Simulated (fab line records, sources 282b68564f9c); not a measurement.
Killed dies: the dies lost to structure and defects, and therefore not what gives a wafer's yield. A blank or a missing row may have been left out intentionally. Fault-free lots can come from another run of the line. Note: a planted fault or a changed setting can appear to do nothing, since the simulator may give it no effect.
A lot that was struck, set against a sound lot | flow ritCmos | 15 steps out of a route of 202
Sound: the wafers L380.4, L380.5, L380.6. Struck: wafer L387.4 (left out: L387.3, L387.5 of the same lot, which were not struck); the cause appears at the end.
Each step with rows lists, per side, the tool, then ch with its chambers, then its first start. Under that, the readings that differ: sound wafers | struck wafers | difference of the means | sigmas: that difference in standard deviations of wafers without a fault.
alike: same words and numbers on both sides, and readings whose means sit less than 2 such deviations apart. not compared: any withheld reading, any reading some wafer has no value for, any bound like >300 that may hide the same value, and any number with overlapping values for which the record gives no deviation.
Wherever a step has rows on one side only, a row that says differs or no value, or a row with sigmas, the two part there. Non-overlapping numbers with no deviation appear without sigmas and do not part them. A reading that every wafer of one side lacks parts them only if that side has two wafers or more.

RIT_M1_SPUTTER_00: material Al, target thk 400 nm, time 500 s.
  struck on pvdSputter-04, day 5 13:32; sound on pvdSputter-02, day 4 03:50
reading              | sound          | struck | difference | sigmas
throttleValvePct (%) | 29.6 30.5 29.0 | 27.4   | -2.3       | -2
RIT_M1_RS_MEAS_01: uses a four-point probe to measure.
  struck on filmMetro-01, day 5 13:53; sound on filmMetro-01, day 4 04:11
  alike: M1_AL_RS
RIT_M1_THK_MEAS_02: measures by xrf.
  struck on filmMetro-01, day 5 13:59; sound on filmMetro-01, day 4 04:17
  alike: M1_AL_THK
then, 6 steps without rows for these wafers: RIT_M1_HMDS_03 (prime time 60 s); RIT_M1_COAT_04 (resist thk 1300 nm); RIT_M1_SOFTBAKE_05 (time 60 s); RIT_M1_EXPOSE_06 (exposes mask M12, target cd 2600 nm); RIT_M1_PEB_07; RIT_M1_DEVELOP_08 (develop time 68 s).
RIT_M1_CD_MEAS_09: the cd target is 2600 nm.
  struck on cdSem-01, day 5 15:04; sound on cdSem-01, day 4 05:23
  alike: cdNm
RIT_M1_OVL_MEAS_10:
  struck on overlay-02, day 5 15:09; sound on overlay-01, day 4 05:28
  alike: M1_OVL
then, 1 step without rows for these wafers: RIT_M1_HARDBAKE_11 (time 120 s).
RIT_M1_METAL_ETCH_12: etches Al in Cl2/BCl3, stops on SiO2, time 165 s, target depth 600 nm.
  sound on rieMetal-03 ch 0,1, day 4 05:47; struck on rieMetal-02 ch 0, day 5 15:29
reading                                 | sound             | struck | difference | sigmas
throttleValvePct (%)                    | 8.13 8.25 8.13    | 8.40   | +0.23      | +3
model.NOVOLAK_of_M1_COAT_04.thkNm (nm)  | 806.9 813.2 807.8 | 715.4  | -93.9      | 
model.M1.featureDepthNm (nm)            | 447.6 439.4 442.2 | 450.3  | +7.2       | 
model.SiO2_of_CONTACT_CVD_00.thkNm (nm) | 380.1 379.9 377.5 | 358.9  | -20.3      | 
  alike: drypumpMotorCurrentA, oesProductAu
  not compared: rfHoursCounterH
then, 1 step without rows for these wafers: RIT_M1_STRIP_13 (strips in nmp, time 600 s).
RIT_M1_PROBE_99:
  struck on prober-02, day 5 17:50; sound on prober-02, day 4 08:08
reading                            | sound                      | struck   | difference | sigmas
model.etest.antennaM1.vtShiftV (V) | -0.01274 -0.01113 -0.01542 | -0.01627 | -0.00317   | 
  alike: defectLimitedYield, killedAtContacts, killedAtFrontEnd, killedDies, killedOpen, killedShort, sort_bin_3_pad_short, sort_bin_5_function, sort_bin_6_memory, sortNPass, sortYieldPct

== WHERE THEY PART ==
First at RIT_M1_SPUTTER_00; last, within this record, at RIT_M1_METAL_ETCH_12. Later steps at which nothing parts them and some readings are alike: RIT_M1_PROBE_99.

WHY: the cause the simulator had injected
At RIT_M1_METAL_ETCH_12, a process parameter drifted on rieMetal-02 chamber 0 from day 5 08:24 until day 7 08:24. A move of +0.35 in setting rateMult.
